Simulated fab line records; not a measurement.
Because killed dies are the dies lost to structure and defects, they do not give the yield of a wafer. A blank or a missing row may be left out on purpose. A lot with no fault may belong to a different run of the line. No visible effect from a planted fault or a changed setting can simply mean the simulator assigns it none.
What tool caused it? / flow berkeley cmos170 / 7 lots with 21 wafers sampled at 2 steps, on a route of 331 steps

== WHAT THE GAUGES SHOWED, per wafer ==
UCB170_NWELL_TW_MEAS_16.
lot=L267; measured=day 2 11:17; on=film metro-02; NWELL_TW=1250 1249 1246
lot=L273; measured=day 4 01:01; on=film metro-02; NWELL_TW=1283 1286 1289 1287 1282 1280
lot=L276; measured=day 4 15:19; on=film metro-01; NWELL_TW=1273 1278 1285 1285 1279 1279
lot=L279; measured=day 5 02:43; on=film metro-02; NWELL_TW=1244 1246 1240
lot=L282; measured=day 6 01:01; on=film metro-04; NWELL_TW=1236 1251 1239
lot=L286; measured=day 6 13:13; on=film metro-01; NWELL_TW=1231 1235 1234
lot=L288; measured=day 7 01:07; on=film metro-04; NWELL_TW=1247 1240 1245

== WHAT TOOL EACH LOT RAN ON (gives the tool, then ch and the chambers of the sampled wafers, and finally the start) ==
lot=L267; UCB170_NWELL_IMPLANT_14=implanter-04 ch 0, day 2 11:05
lot=L273; UCB170_NWELL_IMPLANT_14=implanter-04 ch 0, day 4 00:46
lot=L276; UCB170_NWELL_IMPLANT_14=implanter-04 ch 0, day 4 15:05
lot=L279; UCB170_NWELL_IMPLANT_14=implanter-02 ch 0, day 5 02:30
lot=L282; UCB170_NWELL_IMPLANT_14=implanter-02 ch 0, day 6 00:46
lot=L286; UCB170_NWELL_IMPLANT_14=implanter-02 ch 0, day 6 12:58
lot=L288; UCB170_NWELL_IMPLANT_14=implanter-02 ch 0, day 7 00:55
- UCB170_NWELL_IMPLANT_14

== THE ANSWER, worked out from the rows above alone ==
Rule: usual is defined by the lots themselves. Put in order of their means at a reading, lots are off if they are a third of the lots or fewer, leave a main group of 4 or more, and stand apart from it by a gap of 3 or more times the standard deviation of the main group's means; of several such gaps the widest counts. Not used: any main group whose means are identical at the precision the tables above print for the reading. A lot without any number at a reading at which 4 lots or more have one is off too. Where the step has rows for the other lots, those lots are counted as sound.
Off: L273, L276, seen at UCB170_NWELL_TW_MEAS_16 (NWELL_TW). For the main group the mean is 1242 and the standard deviation 4.9.
If a tool, at a process step before that reading, ran all the lots that are off and no sound lot after the first of them, it fits. Those tools and the gauges at UCB170_NWELL_TW_MEAS_16 are tried in the same way. One candidate fits, namely implanter-04 at UCB170_NWELL_IMPLANT_14. A fault onset in the window from L267 (day 2 11:05, its last sound lot) to L273 (day 4 00:46, its first lot off) fits.

== WHAT WAS PUT IN BY THE SIMULATOR ==
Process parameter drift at UCB170_NWELL_IMPLANT_14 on implanter-04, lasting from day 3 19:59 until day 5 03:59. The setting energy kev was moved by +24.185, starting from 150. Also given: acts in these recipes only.
Lots struck among those shown: L273, L276. Same finding as the rule above.
